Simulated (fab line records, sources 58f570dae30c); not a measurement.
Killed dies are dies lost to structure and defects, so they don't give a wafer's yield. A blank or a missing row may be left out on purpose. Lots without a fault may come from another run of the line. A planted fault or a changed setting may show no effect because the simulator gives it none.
A struck lot beside a sound one | flow berkeley_cmos170 | 14 steps out of a route of 331
Sound: wafers L132.1, L132.3, L132.6. Struck: wafers L130.1, L130.3, L130.6. The cause comes at the end.
At each step with rows: each side's tool, then ch and its chambers, then its first start. Under that, the readings that differ: sound wafers | struck wafers | difference of the means | sigmas: that difference in standard deviations of wafers without a fault.
alike: readings whose means differ by less than 2 such deviations, and words and numbers that are the same on both sides. not compared: withheld readings, readings that some wafer has no value for, bounds like >300 that may hide the same value, and numbers for which the record gives no deviation and whose values overlap.
The two part at a step that has a row with sigmas, a row that says differs or no value, or rows on one side only. Numbers that don't overlap but have no deviation are shown without sigmas and don't part them. A reading that every wafer of one side lacks parts them only if that side has two wafers or more.

UCB170_M2_CD_MEAS_90: target cd 700 nm.
  sound on cd_sem-01, day 10 07:23; struck on cd_sem-01, day 10 07:57
  alike: cd_nm
UCB170_V2_CVD_00: deposits SiO2 from TEOS/O2, target thk 2000 nm, time 250 s.
  sound on pecvd-02 ch 0,2, day 10 07:31; struck on pecvd-04 ch 0,2, day 10 08:04
  alike: heater_power_w
UCB170_V2_THK_MEAS_01:
  sound on film_metro-02, day 10 07:40; struck on film_metro-01, day 10 08:14
  alike: V2_TEOS_THK
UCB170_V2_CMP_02: polishes SiO2.
  sound on cmp-02 ch 0,1,2, day 10 07:43; struck on cmp-02 ch 0,1,3, day 10 08:20
  alike: motor_current_A
UCB170_V2_BOW_MEAS_03:
  sound on film_metro-01, day 10 08:01; struck on film_metro-01, day 10 08:35
  reading     | sound    | struck   | difference | sigmas
  V2_BOW (um) | 33 35 36 | 47 47 55 | +15        | +2
UCB170_V2_THK_MEAS_04:
  sound on film_metro-01, day 10 08:08; struck on film_metro-01, day 10 08:43
  alike: V2_POLISHED_THK
then, 6 steps without rows for these wafers: UCB170_V2_CLEAN_05 (cleans in DIW); UCB170_V2_HMDS_06 (prime time 60 s); UCB170_V2_COAT_07 (resist thk 900 nm); UCB170_V2_SOFTBAKE_08 (time 60 s); UCB170_V2_EXPOSE_09 (exposes mask VIA2, target cd 700 nm); UCB170_V2_PEB_10.
UCB170_V2_DEVELOP_11: develop time 45 s.
  sound on litho_track-01 ch 0, day 10 09:00; struck on litho_track-01, day 10 10:00
  no value came back on the struck wafers for chill_plate_temp_C (C), develop_time_s (s); on the sound wafers chill_plate_temp_C (C) reads 22.94 22.81 22.94
  reading                             | sound             | struck        | difference | sigmas
  model.KrF_of_V2_COAT_07.thk_nm (nm) | 883.8 884.9 881.8 | 898 900.2 900 | +16        |
UCB170_V2_CD_MEAS_12: target cd 700 nm.
  sound on cd_sem-02, day 10 09:42; struck on cd_sem-02, day 10 10:42
  reading    | sound             | struck | difference                    | sigmas
  cd_nm (nm) | 696.9 697.5 698.2 | - - -  | no value on the struck wafers |

WHERE THEY PART
First at UCB170_V2_BOW_MEAS_03; last, within this record, at UCB170_V2_CD_MEAS_12.

WHY: what the simulator had put in
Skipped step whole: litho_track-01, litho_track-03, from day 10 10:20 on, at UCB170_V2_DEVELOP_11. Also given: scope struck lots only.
